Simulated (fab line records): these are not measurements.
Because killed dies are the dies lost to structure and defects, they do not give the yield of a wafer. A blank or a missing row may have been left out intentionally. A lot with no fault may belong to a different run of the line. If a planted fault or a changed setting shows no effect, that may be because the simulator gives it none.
Comparing a struck lot with a sound one | flow ritCmos | 15 out of 202 route steps
Sound: these wafers, L487.1, L487.3, L487.5. Wafers L499.3, L499.4, L499.6 were the ones struck. The cause comes at the end.
Each step with rows lists, per side, the tool, then ch with its chambers, then its first start. Under that, the readings that differ: sound wafers | struck wafers | difference of the means | sigmas: that difference in standard deviations of wafers without a fault.
alike: readings with means less than 2 such deviations apart, plus words and numbers identical on both sides. not compared: withheld readings, readings lacking a value on some wafer, bounds such as >300 that could conceal the same value, and numbers that have no deviation in the record and whose values overlap.
A row with sigmas, a row that says differs or no value, or rows on one side alone: a step with any of these is where the two part. Numbers that don't overlap but have no deviation are shown without sigmas and don't part them. A reading that every wafer of one side lacks parts them only if that side has two wafers or more.

RIT_FOX2_THK_MEAS_01:
  sound: filmMetro-04 at day 1 21:22; struck: filmMetro-03 at day 4 08:18
  alike: FOX2_OXIDE_THK
then, 2 steps without rows for these wafers: RIT_FOX2_CLEAN_02 (cleans in dHF, time 180 s); RIT_FOX2_WET_ETCH_03 (etches Si3N4 in H3PO4, target depth 195 nm, time 2700 s).
RIT_FOX2_THK_MEAS_90:
  sound: filmMetro-03 at day 1 22:15; struck: filmMetro-02 at day 4 09:11
  alike: FIELD_OXIDE_LEFT_1_THK
then, 6 steps without rows for these wafers: RIT_NWELL_HMDS_00 (prime time 60 s); RIT_NWELL_COAT_01 (resist thk 1300 nm); RIT_NWELL_SOFTBAKE_02 (time 60 s); RIT_NWELL_EXPOSE_03 (exposes mask M2, target cd 43900 nm); RIT_NWELL_PEB_04; RIT_NWELL_DEVELOP_05 (develop time 68 s).
RIT_NWELL_OVL_MEAS_06:
  sound: overlay-02 at day 1 23:19; struck: overlay-02 at day 4 10:07
  alike: NWELL_OVL
then, 1 step without rows for these wafers: RIT_NWELL_HARDBAKE_07 (time 120 s).
RIT_NWELL_IMPLANT_08:
  sound on implanter-03 ch 0, day 1 23:36; struck on implanter-03 ch 0, day 4 10:26
reading           | sound             | struck            | difference | sigmas
tiltDeg (degrees) | 6.956 6.984 7.033 | 8.461 8.455 8.440 | +1.461     | +77
RIT_NWELL_STRIP_09: strips in O2, time 180 s.
  sound on plasmaAsher-03 ch 1, day 1 23:45; struck on plasmaAsher-03 ch 0,1, day 4 10:35
  alike: drypumpMotorCurrentA
  not compared: rfHoursCounterH
RIT_M1_PROBE_99:
  the record has rows for the sound wafers here (prober-02, day 3 14:25) and none for the struck ones

WHERE THEY PART
Last at RIT_M1_PROBE_99 as far as this record goes, first at RIT_NWELL_IMPLANT_08.

WHY: what the simulator had put in
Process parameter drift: implanter-03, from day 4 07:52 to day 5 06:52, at RIT_NWELL_IMPLANT_08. Setting tiltDeg, moved by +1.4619, from 7. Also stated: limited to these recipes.
